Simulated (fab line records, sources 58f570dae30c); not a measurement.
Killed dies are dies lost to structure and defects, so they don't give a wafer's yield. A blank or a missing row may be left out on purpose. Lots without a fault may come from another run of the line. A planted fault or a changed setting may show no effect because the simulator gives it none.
Tool commonality check | flow berkeley_cmos170 | 14 lots, 42 wafers sampled

WHY IT WAS OPENED
At UCB170_ACTIVE_THK_MEAS_06 the reading ACTIVE_NITRIDE_THK is flagged on 2 of 14 lots. Wafers without a fault read 218.9 nm, standard deviation 2.
Rule: a lot is flagged when every wafer of it that has a number lies more than 4 standard deviations from that mean, or none has a number. The other lots count as sound.

lot  | measured    | on            | ACTIVE_NITRIDE_THK (nm), wafer by wafer | flag
L390 | day 4 04:34 | film_metro-03 | 219.2 218.7 219.9                       |
L391 | day 4 12:58 | film_metro-02 | 219.2 219.2 219.8                       |
L392 | day 4 20:06 | film_metro-02 | 219.4 219.0 219.8                       |
L393 | day 4 20:06 | film_metro-01 | 221.0 218.3 219.9                       |
L397 | day 5 11:58 | film_metro-01 | 219.4 216.4 217.5                       |
L401 | day 6 08:29 | film_metro-03 | 140.2 142.6 141.1                       | FLAGGED
L400 | day 6 08:30 | film_metro-01 | 140.0 137.2 138.2                       | FLAGGED
L402 | day 6 18:43 | film_metro-01 | 219.5 219.0 219.5                       |
L404 | day 6 18:44 | film_metro-02 | 221.0 220.2 221.4                       |
L405 | day 6 23:58 | film_metro-02 | 221.4 221.2 221.2                       |
L406 | day 6 23:58 | film_metro-03 | 218.5 218.4 218.9                       |
L412 | day 8 09:34 | film_metro-02 | 217.1 216.8 215.5                       |
L411 | day 8 09:34 | film_metro-03 | 222.7 222.3 221.2                       |
L413 | day 8 17:05 | film_metro-03 | 217.9 220.7 216.2                       |
The numbers of the flagged lots are 139.9 nm on average: -79.0 nm against the usual, or -40 standard deviations.

WHICH TOOL RAN EACH LOT
The record holds 1 process step before the reading, out of a route of 331 steps. In each cell: the tool, then ch and the chambers that the sampled wafers went through, then the start.
lot  | flag    | UCB170_ACTIVE_CVD_05
L390 |         | lpcvd-01 ch 0, day 4 02:38
L391 |         | lpcvd-01 ch 1, day 4 11:03
L392 |         | lpcvd-02 ch 1, day 4 17:14
L393 |         | lpcvd-02 ch 1, day 4 17:14
L397 |         | lpcvd-02 ch 0, day 5 10:02
L401 | FLAGGED | lpcvd-02 ch 0, day 6 06:34
L400 | FLAGGED | lpcvd-02 ch 0, day 6 06:34
L402 |         | lpcvd-01 ch 1, day 6 16:47
L404 |         | lpcvd-01 ch 0, day 6 16:47
L405 |         | lpcvd-01 ch 0, day 6 22:02
L406 |         | lpcvd-01 ch 1, day 6 22:02
L412 |         | lpcvd-01 ch 1, day 8 07:38
L411 |         | lpcvd-01 ch 0, day 8 07:38
L413 |         | lpcvd-01 ch 1, day 8 15:10
What these steps do:
- UCB170_ACTIVE_CVD_05: deposits Si3N4 from SiH2Cl2/NH3, target thk 220 nm, time 3300 s.
- UCB170_ACTIVE_THK_MEAS_06

FLAGGED OVER TOTAL, TOOL BY TOOL (the gauges that took the reading come last)
step                      | tool          | lots run | flagged | share of the flagged lots | sound lots run after its first flagged lot
UCB170_ACTIVE_CVD_05      | lpcvd-01      | 9        | 0       | none                      | -
UCB170_ACTIVE_CVD_05      | lpcvd-02      | 5        | 2       | all                       | 0
UCB170_ACTIVE_THK_MEAS_06 | film_metro-01 | 4        | 1       | some                      | 1 (L402)
UCB170_ACTIVE_THK_MEAS_06 | film_metro-02 | 5        | 0       | none                      | -
UCB170_ACTIVE_THK_MEAS_06 | film_metro-03 | 5        | 1       | some                      | 3 (L406,L411,L413)

WHAT THE TABLE ALLOWS
1 row of the table ran every flagged lot: lpcvd-02 at UCB170_ACTIVE_CVD_05.
- lpcvd-02 at UCB170_ACTIVE_CVD_05: 2 of its 5 lots flagged. Its last sound lot is L397 (day 5 10:02), its first flagged lot L400 (day 6 06:34): a fault that began between those two fits. Its own readings lie more than 4 standard deviations out on every wafer of the flagged lots: spike_tc_centre_C, spike_tc_load_C, spike_tc_source_C, susceptor_temp_C.
One tool is left: lpcvd-02 at UCB170_ACTIVE_CVD_05.

WHAT THE SIMULATOR HAD PUT IN
Process parameter drift: lpcvd-02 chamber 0, from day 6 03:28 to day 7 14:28, at UCB170_ACTIVE_CVD_05. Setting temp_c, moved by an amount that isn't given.
Lots struck among those shown: L401, L400. The rule above found the same.
